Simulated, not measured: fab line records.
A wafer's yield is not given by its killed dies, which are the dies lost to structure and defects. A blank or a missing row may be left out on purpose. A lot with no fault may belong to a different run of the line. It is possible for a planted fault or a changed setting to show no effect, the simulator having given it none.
Matching of chambers -- flow berkeley cmos170 -- UCB170_WELLDRIVE_WET_ETCH_04 on wet bench-01 has 3 sister chambers
The step etches SiO2 in BOE, time 120 s. 16 wafers are shown with their chamber, then 8 later ones without.

== WAFERS, EACH WITH ITS CHAMBER ==
wafer,chamber,bath heat duty pct (%)
L078.1,3,6.1
L078.2,3,5.8
L078.3,3,6.1
L078.4,3,6.8
L078.5,3,6.6
L078.6,3,5.6
L079.1,1,5.7
L079.2,1,5.5
L079.3,1,5.0
L079.4,1,5.3
L079.5,1,4.8
L079.6,1,5.7
L081.1,0,6.8
L081.2,0,6.8
L081.3,0,6.3
L081.4,0,5.8

SIGNATURES (averages over the wafers above)
reading,chamber 0,chamber 1,chamber 3,scatter within a chamber
bath heat duty pct,6.425,5.333,6.167,0.433
Rule: for each reading, subtract the chamber's mean from the wafer's reading, divide by that reading's scatter and square the result; add these up over the readings and take the root, which gives the wafer's distance from the chamber. If the next closest chamber is less than 2 further off than the closest, the wafer can't be placed; otherwise it belongs to the closest. The scatter: take each reading less its chamber's mean, square it, sum over the shown wafers, divide by the number of wafers less the number of chambers, and take the root.

== WAFERS WITH NO CHAMBER GIVEN ==
wafer,bath heat duty pct (%)
L081.5,6.5
L081.6,6.3
L087.1,6.5
L087.2,4.9
L087.3,6.5
L087.4,5.2
L087.5,5.9
L087.6,6.4

== EACH ONE'S CHAMBER ==
wafer,from the rows above,in truth
L081.5,can't be placed: 0 or 3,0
L081.6,can't be placed: 0 or 3 or 1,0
L087.1,can't be placed: 0 or 3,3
L087.2,can't be placed: 1 or 3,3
L087.3,can't be placed: 0 or 3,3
L087.4,can't be placed: 1 or 3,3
L087.5,can't be placed: 3 or 0 or 1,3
L087.6,can't be placed: 0 or 3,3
Correctly placed: 0 of 8. Not placeable from these rows: 8 (in 8, the candidates include the true chamber). 0 placed wrongly.
